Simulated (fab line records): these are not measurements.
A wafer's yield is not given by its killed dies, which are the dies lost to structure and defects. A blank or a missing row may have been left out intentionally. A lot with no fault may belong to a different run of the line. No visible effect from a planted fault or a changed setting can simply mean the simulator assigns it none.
2 desks, one fault    flow berkeley cmos170    each desk holds nothing but its own numbers, with what lay behind them at the end

## THE METROLOGY DESK
What the gauges read, lot by lot, whatever tool the lot ran on: means of the sampled wafers that have a number. A lot is out of limits, marked OUT, if its mean lies more than 4 standard deviations from the usual mean; the brackets give that distance.
Columns: A = cd nm at UCB170_M2_CD_MEAS_15, usual 700.0 nm; B = V2_BOW at UCB170_V2_BOW_MEAS_03, usual 36 um; C = V2_POLISHED_THK at UCB170_V2_THK_MEAS_04, usual 1000.5 nm; D = M3_AL_RS at UCB170_M3_RS_MEAS_02, usual 0.0323 ohm/sq; E = M3_AL_THK at UCB170_M3_THK_MEAS_03, usual 909 nm
lot   first seen here  A      B   C       D                  E
L232  day 7 12:47      698.7  36  1000.7  0.0319             919
L235  day 8 01:03      701.1  32  998.8   0.0322             913
L234  day 8 02:03      701.2  36  1000.8  0.0323             912
L236  day 8 07:11      698.7  32  1000.8  0.0326             902
L237  day 8 10:43      699.7  39  998.7   0.0323             911
L239  day 8 11:49      698.9  43  1000.8  0.0323             913
L233  day 8 19:26      699.5  34  1000.5  0.0321             913
L240  day 9 05:50      699.2  38  1000.5  0.0317             927
L244  day 10 04:38     701.2  33  1000.1  0.0350 (+7.3) OUT  859 (-4.5) OUT
L245  day 10 05:47     700.8  42  1000.5  0.0351 (+7.5) OUT  859 (-4.5) OUT
L252  day 11 06:15     699.8  36  1000.1  0.0326             906
L251  day 11 06:41     701.5  44  1001.1  0.0323             915
L249  day 11 06:59     699.6  39  1000.5  0.0323             910
L254  day 11 13:52     699.2  34  1001.2  0.0318             928
This desk finds L244, L245 out of limits, with the earliest case on L244 at day 10 07:40 (M3_AL_RS at UCB170_M3_RS_MEAS_02). In limits: L232, L235, L234, L236, L237, L239, L233, L240, L252, L251, L249, L254.

## FOR THE TOOL OWNER'S DESK: pvd sputter-03
The tool's own readings at UCB170_M3_SPUTTER_01 (material Al, target thk 900 nm, time 120 s): means of the sampled wafers that have a number, for each lot that ran on this tool. A lot is out of limits, marked OUT, if its mean lies more than 4 standard deviations from the usual mean; the brackets give that distance.
Columns: A = cathode dc power W at UCB170_M3_SPUTTER_01, usual 6000.1 W; B = throttle valve pct at UCB170_M3_SPUTTER_01, usual 30.0 %
lot   first seen here  A       B
L235  day 8 05:10      5999.2  29.5
L237  day 8 13:50      6001.0  30.3
L239  day 8 14:53      6001.1  29.4
L244  day 10 07:34     5999.5  29.3
L245  day 10 09:29     6000.2  30.2
This desk's finding: nothing out of limits on any of the 5 lots.

## BROUGHT TOGETHER
An alarm was possible from the metrology desk at day 10 07:40, on L244, L245.
The tool owner's desk saw nothing out of limits.
The tool owner's desk has L244, L245 on record, within its limits.
Every lot named ran UCB170_M3_SPUTTER_01 on pvd sputter-03.

## WHAT THE SIMULATOR HAD PUT IN
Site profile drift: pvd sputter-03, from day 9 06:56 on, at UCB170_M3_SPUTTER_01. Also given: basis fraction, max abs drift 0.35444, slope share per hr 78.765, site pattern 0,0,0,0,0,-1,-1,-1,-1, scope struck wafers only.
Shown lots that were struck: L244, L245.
Time in hours between the start of the fault and the first out-of-limits reading at each desk: metrology desk, 25.
